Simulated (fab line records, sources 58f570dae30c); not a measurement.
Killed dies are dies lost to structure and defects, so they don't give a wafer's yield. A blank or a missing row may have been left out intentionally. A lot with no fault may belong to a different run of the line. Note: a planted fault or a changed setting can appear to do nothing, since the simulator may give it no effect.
Chamber matching / flow berkeleyCmos170 / 3 sister chambers for UCB170_SPACER_CVD_00 on pecvd-03
The step deposits SiO2 from TEOS/O2, target thk 376 nm, time 47 s. 6 wafers are shown with their chamber, then 7 later ones without.

## EACH WAFER AND ITS CHAMBER
wafer=L104.6; chamber=2; heaterPowerW (W)=256
wafer=L112.4; chamber=0; heaterPowerW (W)=272
wafer=L112.5; chamber=2; heaterPowerW (W)=222
wafer=L112.6; chamber=1; heaterPowerW (W)=178
wafer=L114.1; chamber=1; heaterPowerW (W)=166
wafer=L114.2; chamber=0; heaterPowerW (W)=273

## WAFERS MISSING THEIR CHAMBER
wafer=L114.5; heaterPowerW (W)=178
wafer=L126.2; heaterPowerW (W)=206
wafer=L126.3; heaterPowerW (W)=225
wafer=L126.6; heaterPowerW (W)=220
wafer=L125.2; heaterPowerW (W)=186
wafer=L125.5; heaterPowerW (W)=220
wafer=L125.6; heaterPowerW (W)=207

## WHICH CHAMBER EACH WENT THROUGH
wafer=L114.5; from the rows above=1; in truth=1
wafer=L126.2; from the rows above=can't be placed: 2 or 1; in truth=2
wafer=L126.3; from the rows above=2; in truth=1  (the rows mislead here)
wafer=L126.6; from the rows above=can't be placed: 2 or 1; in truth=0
wafer=L125.2; from the rows above=1; in truth=1
wafer=L125.5; from the rows above=can't be placed: 2 or 1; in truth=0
wafer=L125.6; from the rows above=can't be placed: 2 or 1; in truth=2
Placed correctly: 2 of 7. From these rows, 4 cannot be placed; in 2 the true chamber is one of the candidates. Number placed wrongly: 1.
How it was worked out, from the rows above alone: a wafer's distance from a chamber is the root of the sum, over the readings, of the square of ((its reading less the chamber's mean) divided by the reading's scatter). The wafer belongs to the nearest chamber; if the next one is less than 2 further off, it can't be placed. For every chamber, the mean is computed from those of its wafers that are shown. How the scatter is found: for the shown wafers, subtract from each reading the mean of its chamber, square and add these, divide the total by (wafers less chambers), then take the root.
